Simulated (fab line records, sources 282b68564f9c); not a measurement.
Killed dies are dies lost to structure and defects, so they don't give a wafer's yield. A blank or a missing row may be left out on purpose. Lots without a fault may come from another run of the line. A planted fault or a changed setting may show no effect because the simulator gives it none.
fab line records | flow rit_cmos
record lots=6 wafers=18 last_day=7
route steps=202 shown ACTIVE@2
lots that met no fault: from a run of the same line without faults
start_h: hours from the record's first day to the start of the lot's first wafer shown | wait_h: hours since the lot's step before | " the same as in the row above | L1.1+2: a row that stands for several wafers | - no value, or no start given | * or withheld: withheld | < > ~ a bound
route shown NAME@n: a module of which the file shows steps, and the number in the route of the first | usual: mean/standard deviation of fault-free wafers | same: alike in all rows | chamber/n: place in a boat | sites: the reading at each site | _std_site: their standard deviation | _edge_site: outer sites' mean less inner sites' | radius_mm: how far each site lies from the wafer's centre | mask NAME#n: copy n | behind: the tool/chamber that last shaped the wafer | hold: why the lot was held/for how many hours/how that ended | device: the transistor (n, p or np) that didn't switch | end of line: the same wafers' tests at the end of the route | a step without rows: its recipe alone | killed: dies lost to structure and defects at the first sort, not the wafer's yield | map: a wafer's dies, x killed, . not, _ none there
set.NAME: the setting as run; set.NAME@STEP: as run at that earlier step | model.NAME: the simulator's own value behind a step, which no gauge read
lots at some steps of the route; a table a step, a row a wafer
services: from which hour (start_h, from the record's first day; less than 0 if before it) a tool's chamber was out of use, for how many hours, and why
## steps
# step RIT_ACTIVE_OXIDATION_01
# recipe temp_c=1000 ambient=O2 target_thk_a=468 ox_time_s=3360
# step RIT_ACTIVE_THK_MEAS_02
# recipe reads=SiO2_of_ACTIVE_OXIDATION_01
# usual ACTIVE_OXIDE_THK=46.6/0.81
# columns lot.wafer tool chamber start_h wait_h ACTIVE_OXIDE_THK[nm]
L295.1 film_metro-03 - 47.05 0.0 46.4
L295.2 " - " " 46.0
L295.3 " - " " 47.5
L298.2 film_metro-03 - 62.06 0.0 46.1
L298.4 " - " " 46.9
L298.5 " - " " 45.4
L299.3 film_metro-02 - 67.07 0.0 48.6
L299.4 " - " " 48.8
L299.5 " - " " 47.9
L300.3 film_metro-03 - 72.07 0.0 46.2
L300.4 " - " " 47.3
L300.6 " - " " 46.3
L301.1 film_metro-04 - 77.05 0.0 45.0
L301.4 " - " " 44.9
L301.6 " - " " 44.9
L311.2 film_metro-03 - 127.06 0.0 46.2
L311.4 " - " " 45.8
L311.6 " - " " 45.4
# step RIT_ACTIVE_CVD_03
# recipe material=Si3N4 target_thk_nm=150 temp_c=810 precursor=SiH2Cl2/NH3 time_s=1500 pressure_mtorr=300 sih2cl2_flow_sccm=60 nh3_flow_sccm=150
# step RIT_ACTIVE_THK_MEAS_04
# recipe reads=Si3N4_of_ACTIVE_CVD_03
# usual ACTIVE_NITRIDE_THK=150.2/1.4
# columns lot.wafer tool chamber start_h wait_h ACTIVE_NITRIDE_THK[nm]
L295.1 film_metro-03 - 48.53 0.0 152.3
L295.2 " - " " 151.9
L295.3 " - " " 152.9
L298.2 film_metro-04 - 63.54 0.0 146.7
L298.4 " - " " 148.9
L298.5 " - " " 147.7
L299.3 film_metro-03 - 68.55 0.0 149.4
L299.4 " - " " 150.1
L299.5 " - " " 149.2
L300.3 film_metro-04 - 73.55 0.0 151.7
L300.4 " - " " 152.3
L300.6 " - " " 151.2
L301.1 film_metro-04 - 78.53 0.0 147.8
L301.4 " - " " 148.4
L301.6 " - " " 147.6
L311.2 film_metro-02 - 128.54 0.0 150.0
L311.4 " - " " 150.4
L311.6 " - " " 151.2
# step RIT_ACTIVE_HMDS_05
# recipe prime_time_s=60 prime_temp_c=140
# step RIT_ACTIVE_COAT_06
# recipe resist=NOVOLAK spin_rpm=3250 resist_thk_nm=1000
# step RIT_ACTIVE_SOFTBAKE_07
# recipe resist=NOVOLAK temp_c=90 time_s=60
# step RIT_ACTIVE_EXPOSE_08
# recipe mask_id=M1 na=0.6 source_shape=conventional sigma_outer=0.6 target_cd_nm=1400 dose_mj=225
# step RIT_ACTIVE_PEB_09
# recipe resist=NOVOLAK temp_c=withheld time_s=withheld
# step RIT_ACTIVE_DEVELOP_10
# recipe resist=NOVOLAK develop_time_s=50 dev_temp_c=23
# step RIT_ACTIVE_CD_MEAS_11
# recipe target_cd_nm=1400
# usual cd_nm=1400.5/2.3
# columns lot.wafer tool chamber start_h wait_h cd_nm
L295.1 cd_sem-01 - 49.55 - 1403.5
L295.2 " - " " 1400.5
L295.3 " - " " 1400.6
L298.2 cd_sem-01 - 64.58 - 1403.2
L298.4 " - " " 1405.5
L298.5 " - " " 1403.0
L299.3 cd_sem-01 - 69.60 - 1404.9
L299.4 " - " " 1403.0
L299.5 " - " " 1404.0
L300.3 cd_sem-01 - 74.48 - 1398.3
L300.4 " - " " 1399.3
L300.6 " - " " 1398.7
L301.1 cd_sem-01 - 79.44 - 1398.7
L301.4 " - " " 1399.0
L301.6 " - " " 1399.3
L311.2 cd_sem-01 - 129.58 - 1400.3
L311.4 " - " " 1399.9
L311.6 " - " " 1400.1
# step RIT_ACTIVE_HARDBAKE_12
# recipe resist=NOVOLAK temp_c=140 time_s=60
# step RIT_ACTIVE_ETCH_13
# recipe stop_on=SiO2 chemistry=SF6 target=Si3N4 time_s=210 over_etch_frac=0.4 SF6_flow_sccm=200 pressure_mtorr=260 rf_w=125 target_depth_a=2100
# usual SF6_flow_sccm=199.9/0.6 chamber_pressure_mTorr=260.00/0.22 drypump_motor_current_A=5.9/0.36 oes_product_au=0.823/0.015 rf_fwd_power_W=124.6/0.36 throttle_valve_pct=7.44/0.094
# columns lot.wafer tool chamber start_h wait_h SF6_flow_sccm chamber_pressure_mTorr drypump_motor_current_A oes_product_au rf_fwd_power_W rf_hours_counter_h throttle_valve_pct model.NOVOLAK_of_ACTIVE_COAT_06.thk_nm
L295.1 rie_diel-02 0 49.82 0.1 200.2 260.47 6.4 0.825 124.7 138 7.44 647.2
L295.2 " 1 " " 200.5 259.68 5.8 0.827 125.2 53 7.23 648.4
L295.3 " 3 " " 200.3 260.17 5.4 0.833 124.2 96 7.59 668.6
L298.2 rie_diel-03 3 64.83 0.1 199.8 260.43 5.7 0.799 124.8 121 7.35 660.4
L298.4 " 2 " " 199.7 260.12 6.7 0.797 124.6 50 7.49 675.4
L298.5 " 3 " " 200.1 260.13 5.7 0.796 125.0 - 7.35 662.2
L299.3 rie_diel-04 0 69.83 0.1 - - - - - - - 882.8
L299.4 " 2 " " - - - - - - - 883.2
L299.5 " 2 " " - - - - - - - 883
L300.3 rie_diel-03 1 74.71 0.1 - - - - - - - 884.9
L300.4 " 2 " " - - - - - - - 885.7
L300.6 " 2 " " - - - - - - - 882.6
L301.1 rie_diel-02 2 79.71 0.1 199.3 259.90 5.4 0.791 124.8 148 7.47 657.9
L301.4 " 0 " " 199.5 259.78 6.4 0.816 124.7 138 7.44 639.5
L301.6 " 1 " " 200.0 260.30 5.8 0.822 124.1 - 7.21 647.2
L311.2 rie_diel-04 3 129.83 0.1 200.3 260.25 5.8 0.852 124.3 60 7.43 670.5
L311.4 " 2 " " 199.9 259.76 5.7 0.848 124.7 109 7.39 653
L311.6 " 1 " " 199.9 260.04 6.1 0.817 124.0 - 7.52 667.4
# step RIT_ACTIVE_STRIP_14
# recipe chemistry=O2 time_s=180 resist=NOVOLAK platen_temp_c=withheld power_w=500 pressure_mtorr=4000 o2_flow_sccm=4000
# usual drypump_motor_current_A=5.6/0.39
# columns lot.wafer tool chamber start_h wait_h drypump_motor_current_A rf_hours_counter_h
L295.1 plasma_asher-02 0 49.95 0.1 5.2 41
L295.2 " 1 " " 5.5 41
L295.3 " 0 " " 5.2 -
L298.2 plasma_asher-01 1 64.97 0.1 5.4 37
L298.4 " 0 " " 6.1 -
L298.5 " 0 " " 6.1 -
L299.3 plasma_asher-03 1 70.03 0.1 5.5 -
L299.4 " 0 " " 6.3 -
L299.5 " 1 " " 5.5 -
L300.3 plasma_asher-03 0 74.90 0.1 6.3 -
L300.4 " 1 " " 5.5 -
L300.6 " 0 " " 6.3 -
L301.1 plasma_asher-02 0 79.84 0.1 5.2 44
L301.4 " 0 " " 5.2 -
L301.6 " 1 " " 5.5 -
L311.2 plasma_asher-02 1 129.97 0.1 5.5 2
L311.4 " 1 " " 5.5 -
L311.6 " 1 " " 5.5 -
# step RIT_ACTIVE_CD_MEAS_90
# recipe target_cd_nm=1400
# usual cd_nm=1400.5/2.4
# columns lot.wafer tool chamber start_h wait_h cd_nm
L295.1 cd_sem-01 - 50.12 0.1 1403.5
L295.2 " - " " 1400.8
L295.3 " - " " 1400.5
L298.2 cd_sem-01 - 65.16 0.1 1403.9
L298.4 " - " " 1406.2
L298.5 " - " " 1403.1
L299.3 cd_sem-02 - 70.18 0.1 -
L299.4 " - " " -
L299.5 " - " " -
L300.3 cd_sem-02 - 75.06 0.1 -
L300.4 " - " " -
L300.6 " - " " -
L301.1 cd_sem-02 - 80.02 0.1 1398.6
L301.4 " - " " 1398.5
L301.6 " - " " 1398.8
L311.2 cd_sem-01 - 130.16 0.1 1401.0
L311.4 " - " " 1400.1
L311.6 " - " " 1400.2
# step RIT_ACTIVE_CLEAN_15
# recipe chemistry=SC1 mix=3:3:50 time_s=600 temp_c=75
## services
# columns tool chamber start_h hours kind
plasma_asher-01 - 26.78 5.5 repair
rie_diel-04 - 28.55 2.8 pm
plasma_asher-01 - 46.76 12.8 repair
rie_diel-02 2 48.25 9.4 repair
rie_diel-02 - 62.39 2.6 repair
plasma_asher-02 - 69.46 7.5 repair
rie_diel-04 2 81.07 4.4 repair
plasma_asher-03 - 93.85 2.8 pm
rie_diel-03 1 99.89 - clean
rie_diel-03 1 99.89 15.5 scheduled_down
rie_diel-03 1 99.89 15.5 vent_cycle
rie_diel-04 - 103.65 0.6 repair
rie_diel-03 - 106.14 1.3 repair
plasma_asher-02 - 108.75 9.0 pm
plasma_asher-02 0 108.75 9.0 vent_cycle
plasma_asher-02 1 108.75 9.0 vent_cycle
plasma_asher-02 0 117.75 - clean
plasma_asher-02 1 117.75 - clean
plasma_asher-01 - 120.14 15.6 pm
rie_diel-03 - 124.90 0.2 repair
## key
first_sign step=RIT_ACTIVE_ETCH_13 reading=tool_record direction=missing
effect step=RIT_ACTIVE_CD_MEAS_90 reading=cd_nm direction=missing
model_effect step=RIT_ACTIVE_ETCH_13 value=NOVOLAK_of_ACTIVE_COAT_06.thk_nm without=660.9 struck=883.7
met_at RIT_ACTIVE_ETCH_13
struck_wafers L299.3,L299.4,L299.5,L300.3,L300.4,L300.6
later_rows_left_out L299.3,L299.4,L299.5,L300.3,L300.4,L300.6
sort_left_out L299.3,L299.4,L299.5,L300.3,L300.4,L300.6
tester_left_out L299,L300
onset_between 64.83 69.83
fault kind=skipped_step_whole tool=rie_diel-03,rie_diel-04 chamber=- onset_h=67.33 steps=RIT_ACTIVE_ETCH_13 scope=struck_lots_only
# tester_left_out: of these lots the tester's yield and bins aren't shown, on N5 and GAA mostly nor the transistor test; their killed dies are dies lost to structure and defects alone, not to doping, threshold or leakage, so they don't give the yield
# sort_left_out: the simulated sort isn't trusted on such a fault, so these wafers' sort isn't shown, and their yield isn't known
# later_rows_left_out: the simulator's readings of these wafers behind a module that went badly wrong aren't trusted and aren't shown, but for the sort
